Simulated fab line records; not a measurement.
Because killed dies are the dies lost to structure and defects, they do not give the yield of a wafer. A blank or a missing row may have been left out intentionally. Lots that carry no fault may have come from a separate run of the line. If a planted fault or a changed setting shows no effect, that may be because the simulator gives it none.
Lot-split experiment | flow rit-cmos | route with 202 steps; 5 lots, 23 wafers read

THE SPLIT
At RIT_ACTIVE_CVD_03 (deposits Si3N4 from SiH2Cl2/NH3, target thk 150 nm, time 1500 s), the setting temp-c was moved away from the recipe's 810 C on 10 of the 23 wafers read, by +1.6% to +2.7%. This setting was run at the recipe's value on the other wafers.

FROM THE SPLIT TO THE READING: what the file shows between them, 2 steps
- RIT_ACTIVE_THK_MEAS_04
- RIT_ACTIVE_HARDBAKE_12: time 60 s (also split here: temp-c)

THE READING
oes-product-au, in a.u., at RIT_ACTIVE_ETCH_13 (etches Si3N4 in SF6, stops on SiO2, time 210 s, target depth 210 nm). A value of 0.822 a.u. with a standard deviation of 0.013 a.u. is what fault-free wafers of this fab line usually give.

wafer  | tool, chamber at the split | temp-c as run, C | against the recipe | oes-product-au, a.u. | against lot-mates on the recipe
L074.1 | -, -                       | 810              | recipe             | 0.831                | -
L074.2 | -, -                       | 810              | recipe             | 0.841                | -
L074.3 | -, -                       | 810              | recipe             | 0.840                | -
L074.4 | -, -                       | 810              | recipe             | 0.822                | -
L074.6 | -, -                       | 810              | recipe             | 0.828                | -
L076.2 | lpcvd-02, 0                | 810              | recipe             | 0.819                | -
L076.4 | lpcvd-02, 0                | 810              | recipe             | 0.825                | -
L076.6 | lpcvd-02, 0                | 810              | recipe             | 0.828                | -
L078.1 | -, -                       | 823              | +1.6%              | 0.913                | no lot-mate on the recipe
L078.2 | -, -                       | 823              | +1.6%              | 0.933                | no lot-mate on the recipe
L078.3 | -, -                       | 823              | +1.6%              | 0.926                | no lot-mate on the recipe
L078.4 | -, -                       | 823              | +1.6%              | 0.918                | no lot-mate on the recipe
L078.5 | -, -                       | 823              | +1.6%              | 0.923                | no lot-mate on the recipe
L079.1 | -, -                       | 810              | recipe             | 0.834                | -
L079.2 | -, -                       | 810              | recipe             | 0.840                | -
L079.4 | -, -                       | 810              | recipe             | 0.812                | -
L079.5 | -, -                       | 810              | recipe             | 0.817                | -
L079.6 | -, -                       | 810              | recipe             | 0.834                | -
L083.1 | -, -                       | 831.9            | +2.7%              | 1.020                | no lot-mate on the recipe
L083.2 | -, -                       | 831.9            | +2.7%              | 0.982                | no lot-mate on the recipe
L083.3 | -, -                       | 831.9            | +2.7%              | 1.005                | no lot-mate on the recipe
L083.4 | -, -                       | 831.9            | +2.7%              | 0.948                | no lot-mate on the recipe
L083.5 | -, -                       | 831.9            | +2.7%              | 0.953                | no lot-mate on the recipe

THE FIT
A straight line over all 23 wafers: oes-product-au changes by +0.057 a.u. for each +1% of temp-c; r = +0.97; the points scatter about the line by 0.016 a.u.
Too few moved wafers have a lot-mate on the recipe to fit a line with each lot's own level taken away.

THE WHOLE CHAIN: every reading that the file lists as answering this split, in the file's order
step                   | what it does                                                        | reading                                                                        | change (the file's fit)                 | r (the file's)
RIT_ACTIVE_CVD_03      | deposits Si3N4 from SiH2Cl2/NH3, target thk 150 nm, time 1500 s     | Si3N4_of_ACTIVE_CVD_03.thk-nm (the simulator's own value, which no gauge read) | +24.6 nm for each +1% of the setting    | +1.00
RIT_ACTIVE_THK_MEAS_04 |                                                                     | ACTIVE_NITRIDE_THK                                                             | +24.6 for each +1% of the setting       | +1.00
RIT_ACTIVE_ETCH_13     | etches Si3N4 in SF6, stops on SiO2, time 210 s, target depth 210 nm | oes-product-au                                                                 | +0.057 a.u. for each +1% of the setting | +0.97
RIT_ACTIVE_ETCH_13     | etches Si3N4 in SF6, stops on SiO2, time 210 s, target depth 210 nm | etch.depth-nm (the simulator's own value, which no gauge read)                 | +22.2 nm for each +1% of the setting    | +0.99
RIT_ACTIVE_ETCH_13     | etches Si3N4 in SF6, stops on SiO2, time 210 s, target depth 210 nm | ACTIVE.feature-depth-nm (the simulator's own value, which no gauge read)       | +22.1 nm for each +1% of the setting    | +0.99

FILE'S OWN FIT
oes-product-au changes by +0.057 a.u. for each +1% of temp-c, r = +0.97.
